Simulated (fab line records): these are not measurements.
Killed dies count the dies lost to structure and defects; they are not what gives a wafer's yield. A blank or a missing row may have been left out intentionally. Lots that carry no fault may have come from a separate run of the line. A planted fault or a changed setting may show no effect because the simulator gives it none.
What tool caused it? / flow berkeleyCmos170 / 45 wafers from 15 lots sampled at 4 of the route's 331 steps

== WHAT THE GAUGES READ, wafer by wafer ==
UCB170_PSD_TW_MEAS_10.
lot=L599; measured=day 6 15:32; on=filmMetro-03; PSD_TW=2332 2328 2330
lot=L598; measured=day 6 15:46; on=filmMetro-01; PSD_TW=2334 2322 2330
lot=L600; measured=day 7 03:40; on=filmMetro-01; PSD_TW=2327 2341 2323
lot=L601; measured=day 7 07:52; on=filmMetro-01; PSD_TW=2330 2337 2331
lot=L602; measured=day 7 07:59; on=filmMetro-03; PSD_TW=2338 2336 2336
lot=L604; measured=day 8 13:26; on=filmMetro-04; PSD_TW=2312 2295 2314
lot=L607; measured=day 8 13:40; on=filmMetro-01; PSD_TW=2339 2342 2336
lot=L605; measured=day 8 13:53; on=filmMetro-01; PSD_TW=2321 2333 2334
lot=L612; measured=day 9 21:13; on=filmMetro-01; PSD_TW=2334 2322 2316
lot=L614; measured=day 10 01:14; on=filmMetro-01; PSD_TW=2351 2341 2348
lot=L613; measured=day 10 01:40; on=filmMetro-01; PSD_TW=2342 2350 2344
lot=L611; measured=day 10 01:56; on=filmMetro-01; PSD_TW=2336 2338 2350
lot=L615; measured=day 11 01:25; on=filmMetro-03; PSD_TW=2332 2333 2331
lot=L620; measured=day 11 13:18; on=filmMetro-01; PSD_TW=2332 2338 2324
lot=L621; measured=day 12 00:49; on=filmMetro-01; PSD_TW=2318 2332 2311

UCB170_NSD_OVL_MEAS_07.
lot=L599; measured=day 6 17:23; on=overlay-01; NSD_OVL (nm)=0 0 -5
lot=L598; measured=day 6 17:37; on=overlay-02; NSD_OVL (nm)=-3 -1 -2
lot=L600; measured=day 7 04:59; on=overlay-01; NSD_OVL (nm)=-2 -4 0
lot=L601; measured=day 7 09:27; on=overlay-01; NSD_OVL (nm)=10 3 8
lot=L602; measured=day 7 09:42; on=overlay-02; NSD_OVL (nm)=-9 -6 -10
lot=L604; measured=day 8 16:54; on=overlay-02; NSD_OVL (nm)=5 -2 0
lot=L607; measured=day 8 16:33; on=overlay-01; NSD_OVL (nm)=-4 -1 7
lot=L605; measured=day 8 16:37; on=overlay-02; NSD_OVL (nm)=7 6 3
lot=L612; measured=day 9 23:28; on=overlay-01; NSD_OVL (nm)=3 0 2
lot=L614; measured=day 10 03:24; on=overlay-02; NSD_OVL (nm)=2 -1 -6
lot=L613; measured=day 10 03:26; on=overlay-01; NSD_OVL (nm)=-9 -3 -6
lot=L611; measured=day 10 03:40; on=overlay-01; NSD_OVL (nm)=0 6 9
lot=L615; measured=day 11 03:41; on=overlay-02; NSD_OVL (nm)=-5 -5 -3
lot=L620; measured=day 11 15:42; on=overlay-01; NSD_OVL (nm)=-2 -5 -7
lot=L621; measured=day 12 02:59; on=overlay-01; NSD_OVL (nm)=-1 1 1

UCB170_M1_CD_MEAS_09: the cd target is 700 nm.
lot=L599; measured=day 7 02:06; on=cdSem-01; cdNm (nm)=697.3 697.2 699.6
lot=L598; measured=day 7 04:04; on=cdSem-02; cdNm (nm)=697.7 699.7 698.4
lot=L600; measured=day 7 13:20; on=cdSem-02; cdNm (nm)=698.8 698.1 698.5
lot=L601; measured=day 7 22:31; on=cdSem-02; cdNm (nm)=702.3 700.6 701.6
lot=L602; measured=day 7 22:25; on=cdSem-02; cdNm (nm)=698.6 700.0 699.0
lot=L604; measured=day 9 06:44; on=cdSem-01; cdNm (nm)=702.6 702.3 703.1
lot=L607; measured=day 9 06:29; on=cdSem-02; cdNm (nm)=698.0 700.6 699.9
lot=L605; measured=day 9 06:58; on=cdSem-02; cdNm (nm)=699.5 698.4 699.3
lot=L612; measured=day 10 09:22; on=cdSem-02; cdNm (nm)=701.0 700.4 702.5
lot=L614; measured=day 10 11:26; on=cdSem-02; cdNm (nm)=703.9 704.6 701.4
lot=L613; measured=day 10 12:18; on=cdSem-02; cdNm (nm)=696.7 698.0 696.9
lot=L611; measured=day 10 12:40; on=cdSem-02; cdNm (nm)=697.9 698.8 699.7
lot=L615; measured=day 11 14:03; on=cdSem-02; cdNm (nm)=700.2 699.4 699.4
lot=L620; measured=day 12 01:24; on=cdSem-02; cdNm (nm)=700.0 700.0 699.3
lot=L621; measured=day 12 11:14; on=cdSem-01; cdNm (nm)=699.9 700.0 699.2

== WHAT TOOL EACH LOT RAN ON (gives the tool, then ch and the chambers of the sampled wafers, and finally the start) ==
lot=L599; UCB170_CONTACT_CLEAN_00=wetBench-02 ch 3, day 6 19:35
lot=L598; UCB170_CONTACT_CLEAN_00=wetBench-02 ch 0, day 6 19:50
lot=L600; UCB170_CONTACT_CLEAN_00=wetBench-04 ch 0, day 7 07:44
lot=L601; UCB170_CONTACT_CLEAN_00=wetBench-03 ch 3, day 7 11:55
lot=L602; UCB170_CONTACT_CLEAN_00=wetBench-03 ch 1, day 7 12:23
lot=L604; UCB170_CONTACT_CLEAN_00=wetBench-02 ch 1, day 8 22:46
lot=L607; UCB170_CONTACT_CLEAN_00=wetBench-02 ch 0, day 8 22:34
lot=L605; UCB170_CONTACT_CLEAN_00=wetBench-02 ch 2, day 8 22:46
lot=L612; UCB170_CONTACT_CLEAN_00=wetBench-02 ch 0, day 10 03:44
lot=L614; UCB170_CONTACT_CLEAN_00=wetBench-02 ch 2, day 10 05:38
lot=L613; UCB170_CONTACT_CLEAN_00=wetBench-02 ch 2, day 10 06:04
lot=L611; UCB170_CONTACT_CLEAN_00=wetBench-02 ch 0, day 10 06:17
lot=L615; UCB170_CONTACT_CLEAN_00=wetBench-04 ch 2, day 11 07:29
lot=L620; UCB170_CONTACT_CLEAN_00=wetBench-02 ch 2, day 11 17:59
lot=L621; UCB170_CONTACT_CLEAN_00=wetBench-04 ch 1, day 12 05:24
- UCB170_CONTACT_CLEAN_00: cleans in SPM, time 600 s.

== AS READ BY THE TOOLS THEMSELVES (means over the sampled wafers that have a number; for cases with no such wafer, the mark the record gives instead) ==
UCB170_CONTACT_CLEAN_00.
lot=L599; tool=wetBench-02; bathGuardTempC (C)=119.2; bathHeatDutyPct (%)=12.3
lot=L598; tool=wetBench-02; bathGuardTempC (C)=120.3; bathHeatDutyPct (%)=11.5
lot=L600; tool=wetBench-04; bathGuardTempC (C)=118.8; bathHeatDutyPct (%)=15.1
lot=L601; tool=wetBench-03; bathGuardTempC (C)=120.7; bathHeatDutyPct (%)=10.5
lot=L602; tool=wetBench-03; bathGuardTempC (C)=118.6; bathHeatDutyPct (%)=15.1
lot=L604; tool=wetBench-02; bathGuardTempC (C)=119.8; bathHeatDutyPct (%)=12.1
lot=L607; tool=wetBench-02; bathGuardTempC (C)=120.0; bathHeatDutyPct (%)=12.9
lot=L605; tool=wetBench-02; bathGuardTempC (C)=119.8; bathHeatDutyPct (%)=12.5
lot=L612; tool=wetBench-02; bathGuardTempC (C)=-; bathHeatDutyPct (%)=-
lot=L614; tool=wetBench-02; bathGuardTempC (C)=-; bathHeatDutyPct (%)=-
lot=L613; tool=wetBench-02; bathGuardTempC (C)=-; bathHeatDutyPct (%)=-
lot=L611; tool=wetBench-02; bathGuardTempC (C)=120.2; bathHeatDutyPct (%)=12.3
lot=L615; tool=wetBench-04; bathGuardTempC (C)=120.7; bathHeatDutyPct (%)=14.0
lot=L620; tool=wetBench-02; bathGuardTempC (C)=119.9; bathHeatDutyPct (%)=12.4
lot=L621; tool=wetBench-04; bathGuardTempC (C)=119.8; bathHeatDutyPct (%)=13.5

== THE ANSWER, worked out from the rows above alone ==
Rule: what is usual is taken from the lots themselves. Put in order of their means at a reading, lots are off if they are a third of the lots or fewer, leave a main group of 4 or more, and stand apart from it by a gap of 3 or more times the standard deviation of the main group's means; of several such gaps the widest counts. The tables above print the reading to a certain number of digits; a main group whose means all agree to those digits is not used. Also off: a lot with no number at a reading for which 4 or more lots have one. Where the step has rows for the other lots, those lots are counted as sound. The gauges are gone through in route order, then the tools' own readings, and for those a lot's mean is taken as printed above. At the first step where some lot is off, the reading lying furthest off is the one used; lots without a number count as furthest.
Off: L612, L614, L613, at UCB170_CONTACT_CLEAN_00 (bathGuardTempC). Without a number there: L612, L614, L613. For the main group the mean is 119.8 C and the standard deviation 0.64.
A tool fits if, at that step or a process step before it, it ran every lot that is off, and no sound lot after the first of them. Of those tried, none fits.

== WHAT HAD BEEN PUT IN BY THE SIMULATOR ==
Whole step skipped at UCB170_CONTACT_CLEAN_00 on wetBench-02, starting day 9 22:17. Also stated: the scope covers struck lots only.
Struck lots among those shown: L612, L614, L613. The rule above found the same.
